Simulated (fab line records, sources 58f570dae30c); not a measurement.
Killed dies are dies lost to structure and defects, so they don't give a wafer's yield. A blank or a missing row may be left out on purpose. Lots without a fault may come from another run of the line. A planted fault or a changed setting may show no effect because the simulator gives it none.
fab line records | flow berkeley_cmos170
record lots=14 wafers=42 last_day=14
route steps=331 shown START@4 NWELL@28 PWELL@40 WELLDRIVE@57
lots that met no fault: from a run of the same line without faults
start_h: hours from the record's first day to the start of the lot's first wafer shown | wait_h: hours since the lot's step before | " the same as in the row above | L1.1+2: a row that stands for several wafers | - no value, or no start given | * or withheld: withheld | < > ~ a bound
route shown NAME@n: a module of which the file shows steps, and the number in the route of the first | usual: mean/standard deviation of fault-free wafers | same: alike in all rows | chamber/n: place in a boat | sites: the reading at each site | _std_site: their standard deviation | _edge_site: outer sites' mean less inner sites' | radius_mm: how far each site lies from the wafer's centre | mask NAME#n: copy n | behind: the tool/chamber that last shaped the wafer | hold: why the lot was held/for how many hours/how that ended | device: the transistor (n, p or np) that didn't switch | end of line: the same wafers' tests at the end of the route | a step without rows: its recipe alone | killed: dies lost to structure and defects at the first sort, not the wafer's yield | map: a wafer's dies, x killed, . not, _ none there
set.NAME: the setting as run; set.NAME@STEP: as run at that earlier step | model.NAME: the simulator's own value behind a step, which no gauge read
steps of the route over a sample of lots; a table a step, a row a wafer
services: from which hour (start_h, from the record's first day; less than 0 if before it) a tool's chamber was out of use, for how many hours, and why
## steps
# step UCB170_START_THK_MEAS_03
# recipe reads=SiO2_of_START_OXIDATION_02
# usual START_OXIDE_THK=20.0/0.34
# columns lot.wafer tool chamber start_h wait_h START_OXIDE_THK[nm]
L102.1 film_metro-01 - 12.84 0.0 19.9
L102.3 " - " " 19.8
L102.5 " - " " 20.0
L103.2 film_metro-01 - 21.27 0.0 19.7
L103.3 " - " " 19.7
L103.5 " - " " 19.7
L104.1 film_metro-02 - 25.65 0.0 20.4
L104.2 " - " " 20.2
L104.4 " - " " 20.2
L105.1 film_metro-01 - 31.25 0.0 20.4
L105.2 " - " " 20.3
L105.4 " - " " 20.3
L106.1 film_metro-01 - 35.69 0.0 19.9
L106.2 " - " " 20.5
L106.5 " - " " 20.1
L108.1 film_metro-02 - 44.69 0.0 20.2
L108.2 " - " " 20.1
L108.6 " - " " 20.3
L111.2 film_metro-04 - 59.61 0.0 20.0
L111.4 " - " " 20.1
L111.5 " - " " 20.0
L112.1 film_metro-02 - 66.70 0.0 19.1
L112.4 " - " " 19.5
L112.5 " - " " 19.5
L113.1 film_metro-04 - 66.70 0.0 19.3
L113.4 " - " " 19.4
L113.6 " - " " 19.5
L114.1 film_metro-01 - 77.19 0.0 20.0
L114.4 " - " " 20.0
L114.5 " - " " 20.4
L121.2 film_metro-04 - 106.95 0.0 19.7
L121.3 " - " " 20.0
L121.4 " - " " 19.7
L120.3 film_metro-02 - 106.96 0.0 20.1
L120.4 " - " " 20.1
L120.6 " - " " 20.1
L122.1 film_metro-04 - 116.40 0.0 20.3
L122.3 " - " " 20.2
L122.4 " - " " 20.2
L125.2 film_metro-04 - 132.52 0.0 19.9
L125.4 " - " " 19.7
L125.6 " - " " 19.7
# step UCB170_NWELL_IMPLANT_14
# recipe species=P dose_cm2=1e+13 energy_kev=150 tilt_deg=7
# usual beam_on_s=10.00/0.21 dose_ions_cm2=9.999e+12/1e+10 faraday_current_uA=31.7/0.63
# columns lot.wafer tool chamber start_h wait_h beam_on_s dose_ions_cm2 faraday_current_uA
L102.1 implanter-04 0 37.29 0.1 9.66 9.993e+12 32.8
L102.3 " 0 " " 10.03 9.993e+12 31.7
L102.5 " 0 " " 10.22 9.994e+12 31.1
L104.1 implanter-04 0 44.27 0.1 10.03 1.0004e+13 31.7
L104.2 " 0 " " 9.99 9.984e+12 31.8
L104.4 " 0 " " 9.71 9.986e+12 32.6
L103.2 implanter-02 0 44.30 0.1 10.01 1.0007e+13 31.8
L103.3 " 0 " " 9.83 1.0012e+13 32.3
L103.5 " 0 " " 10.13 9.996e+12 31.3
L105.1 implanter-02 0 52.89 0.1 9.97 9.989e+12 31.8
L105.2 " 0 " " 9.82 9.979e+12 32.2
L105.4 " 0 " " 9.52 9.994e+12 33.2
L106.1 implanter-01 0 59.63 0.1 10.47 1.0003e+13 30.3
L106.2 " 0 " " 9.89 9.996e+12 32.1
L106.5 " 0 " " 9.45 9.991e+12 33.2
L108.1 implanter-01 0 60.21 0.1 10.04 1.0001e+13 31.8
L108.2 " 0 " " 10.51 1.0017e+13 30.2
L108.6 " 0 " " 9.83 1.0011e+13 32.4
L111.2 implanter-02 0 82.79 0.1 10.11 9.985e+12 31.4
L111.4 " 0 " " 9.91 9.998e+12 32.0
L111.5 " 0 " " 9.94 9.987e+12 31.9
L112.1 implanter-04 0 88.61 0.1 10.06 9.994e+12 31.6
L112.4 " 0 " " 10.20 1e+13 31.2
L112.5 " 0 " " 9.97 1.0008e+13 31.9
L113.1 implanter-02 0 89.09 0.1 9.99 1.4214e+13 45.2
L113.4 " 0 " " 9.76 1.4191e+13 46.0
L113.6 " 0 " " 10.12 1.4207e+13 44.6
L114.1 implanter-02 0 96.20 0.1 9.66 1.421e+13 46.4
L114.4 " 0 " " 9.88 1.4178e+13 45.6
L114.5 " 0 " " 10.28 1.4197e+13 43.9
L120.3 implanter-01 0 123.26 0.1 9.95 1.0008e+13 31.7
L120.4 " 0 " " 10.24 1.0009e+13 31.1
L120.6 " 0 " " 9.96 1.0011e+13 32.0
L121.2 implanter-04 0 130.75 0.1 9.99 1.0006e+13 31.8
L121.3 " 0 " " 9.78 9.985e+12 32.3
L121.4 " 0 " " 9.70 1.0011e+13 32.6
L122.1 implanter-01 0 140.83 0.1 9.75 1.0007e+13 32.7
L122.3 " 0 " " 9.93 9.995e+12 31.7
L122.4 " 0 " " 10.36 9.985e+12 30.5
L125.2 implanter-01 0 155.72 0.1 9.97 1e+13 31.9
L125.4 " 0 " " 9.98 9.987e+12 31.7
L125.6 " 0 " " 10.26 1.0003e+13 30.9
# step UCB170_NWELL_TW_MEAS_16
# usual NWELL_TW=1246/9.4
# columns lot.wafer tool chamber start_h wait_h NWELL_TW
L102.1 film_metro-02 - 37.54 0.1 1236
L102.3 " - " " 1238
L102.5 " - " " 1238
L104.1 film_metro-01 - 44.52 0.1 1245
L104.2 " - " " 1245
L104.4 " - " " 1242
L103.2 film_metro-02 - 44.53 0.1 1243
L103.3 " - " " 1241
L103.5 " - " " 1239
L105.1 film_metro-03 - 53.14 0.1 1255
L105.2 " - " " 1262
L105.4 " - " " 1257
L106.1 film_metro-03 - 59.88 0.1 1256
L106.2 " - " " 1261
L106.5 " - " " 1253
L108.1 film_metro-01 - 60.46 0.1 1249
L108.2 " - " " 1245
L108.6 " - " " 1250
L111.2 film_metro-01 - 83.03 0.1 1245
L111.4 " - " " 1246
L111.5 " - " " 1246
L112.1 film_metro-02 - 88.86 0.1 1234
L112.4 " - " " 1230
L112.5 " - " " 1238
L113.1 film_metro-02 - 89.34 0.1 1389
L113.4 " - " " 1383
L113.6 " - " " 1380
L114.1 film_metro-03 - 96.45 0.1 1399
L114.4 " - " " 1402
L114.5 " - " " 1405
L120.3 film_metro-01 - 123.48 0.1 1243
L120.4 " - " " 1244
L120.6 " - " " 1239
L121.2 film_metro-03 - 130.99 0.1 1252
L121.3 " - " " 1259
L121.4 " - " " 1254
L122.1 film_metro-01 - 141.08 0.1 1239
L122.3 " - " " 1243
L122.4 " - " " 1239
L125.2 film_metro-01 - 155.95 0.1 1244
L125.4 " - " " 1249
L125.6 " - " " 1245
# step UCB170_PWELL_THK_MEAS_06
# recipe reads=Si3N4_of_PWELL_CVD_05
# usual PWELL_NITRIDE_THK=220.7/2.4
# columns lot.wafer tool chamber start_h wait_h PWELL_NITRIDE_THK[nm]
L102.1 film_metro-04 - 53.60 0.0 219.5
L102.3 " - " " 220.3
L102.5 " - " " 218.2
L104.1 film_metro-03 - 61.18 0.0 224.3
L104.2 " - " " 221.1
L104.4 " - " " 221.9
L103.2 film_metro-02 - 61.19 0.0 221.3
L103.3 " - " " 223.7
L103.5 " - " " 221.7
L105.1 film_metro-03 - 73.03 0.0 222.7
L105.2 " - " " 220.5
L105.4 " - " " 220.6
L106.1 film_metro-04 - 78.37 0.0 222.0
L106.2 " - " " 222.3
L106.5 " - " " 220.7
L108.1 film_metro-02 - 78.37 0.0 222.4
L108.2 " - " " 222.8
L108.6 " - " " 222.1
L111.2 film_metro-03 - 100.35 0.0 222.2
L111.4 " - " " 220.7
L111.5 " - " " 219.3
L112.1 film_metro-04 - 109.75 0.0 216.8
L112.4 " - " " 216.4
L112.5 " - " " 215.1
L113.1 film_metro-03 - 109.75 0.0 217.5
L113.4 " - " " 217.1
L113.6 " - " " 216.6
L114.1 film_metro-04 - 114.53 0.0 218.7
L114.4 " - " " 217.7
L114.5 " - " " 216.2
L120.3 film_metro-03 - 144.02 0.0 223.4
L120.4 " - " " 222.7
L120.6 " - " " 221.3
L121.2 film_metro-02 - 152.82 0.0 221.0
L121.3 " - " " 219.5
L121.4 " - " " 220.8
L122.1 film_metro-03 - 165.31 0.0 225.4
L122.3 " - " " 226.0
L122.4 " - " " 225.2
L125.2 film_metro-04 - 177.57 0.0 222.7
L125.4 " - " " 224.6
L125.6 " - " " 221.8
# step UCB170_WELLDRIVE_THK_MEAS_02
# recipe reads=SiO2_of_WELLDRIVE_OXIDATION_01
# usual WELLDRIVE_OXIDE_THK=199/3.5
# columns lot.wafer tool chamber start_h wait_h WELLDRIVE_OXIDE_THK[nm]
L102.1 film_metro-03 - 68.51 0.0 198
L102.3 " - " " 200
L102.5 " - " " 199
L104.1 film_metro-03 - 75.96 0.0 204
L104.2 " - " " 206
L104.4 " - " " 204
L103.2 film_metro-01 - 75.97 0.0 196
L103.3 " - " " 199
L103.5 " - " " 197
L105.1 film_metro-03 - 85.23 0.0 203
L105.2 " - " " 202
L105.4 " - " " 202
L106.1 film_metro-04 - 91.64 0.0 197
L106.2 " - " " 195
L106.5 " - " " 199
L108.1 film_metro-01 - 91.64 0.0 189
L108.2 " - " " 194
L108.6 " - " " 189
L111.2 film_metro-03 - 113.56 0.0 198
L111.4 " - " " 197
L111.5 " - " " 203
L112.1 film_metro-04 - 123.65 0.0 200
L112.4 " - " " 201
L112.5 " - " " 200
L113.1 film_metro-03 - 123.65 0.0 197
L113.4 " - " " 195
L113.6 " - " " 194
L114.1 film_metro-01 - 129.72 0.0 197
L114.4 " - " " 197
L114.5 " - " " 194
L120.3 film_metro-01 - 160.45 0.0 205
L120.4 " - " " 201
L120.6 " - " " 203
L121.2 film_metro-04 - 167.32 0.0 201
L121.3 " - " " 200
L121.4 " - " " 197
L122.1 film_metro-04 - 180.18 0.0 204
L122.3 " - " " 202
L122.4 " - " " 205
L125.2 film_metro-04 - 192.11 0.0 198
L125.4 " - " " 198
L125.6 " - " " 196
## services
# columns tool chamber start_h hours kind
implanter-02 - 25.06 4.7 repair
implanter-02 - 36.13 4.8 repair
implanter-04 - 48.50 16.5 repair
implanter-01 - 55.52 4.1 pm
implanter-02 - 80.78 1.7 repair
implanter-01 - 114.33 4.3 repair
implanter-02 - 144.76 21.1 pm
## key
first_sign step=UCB170_NWELL_IMPLANT_14 reading=dose_ions_cm2 direction=up sigmas=99+ usual=9.999e+12 struck=1.4199e+13
effect step=UCB170_NWELL_IMPLANT_14 reading=faraday_current_uA direction=up sigmas=21 usual=31.7 struck=45.3
effect step=UCB170_NWELL_TW_MEAS_16 reading=NWELL_TW direction=up sigmas=16 usual=1246 struck=1393
met_at UCB170_NWELL_IMPLANT_14
struck_lots L113,L114
tester_left_out L113,L114
not_acting_at UCB170_START_THK_MEAS_03,UCB170_PWELL_THK_MEAS_06,UCB170_WELLDRIVE_THK_MEAS_02
onset_between 82.79 89.09
fault kind=process_parameter_drift tool=implanter-02 chamber=- onset_h=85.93 steps=UCB170_NWELL_IMPLANT_14 channel=dose_cm2 offset=4.2e+12 shape=step end_h=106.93 acts_in=these_recipes_only stated=1e+13
# tester_left_out: of these lots the tester's yield and bins aren't shown, on N5 and GAA mostly nor the transistor test; their killed dies are dies lost to structure and defects alone, not to doping, threshold or leakage, so they don't give the yield
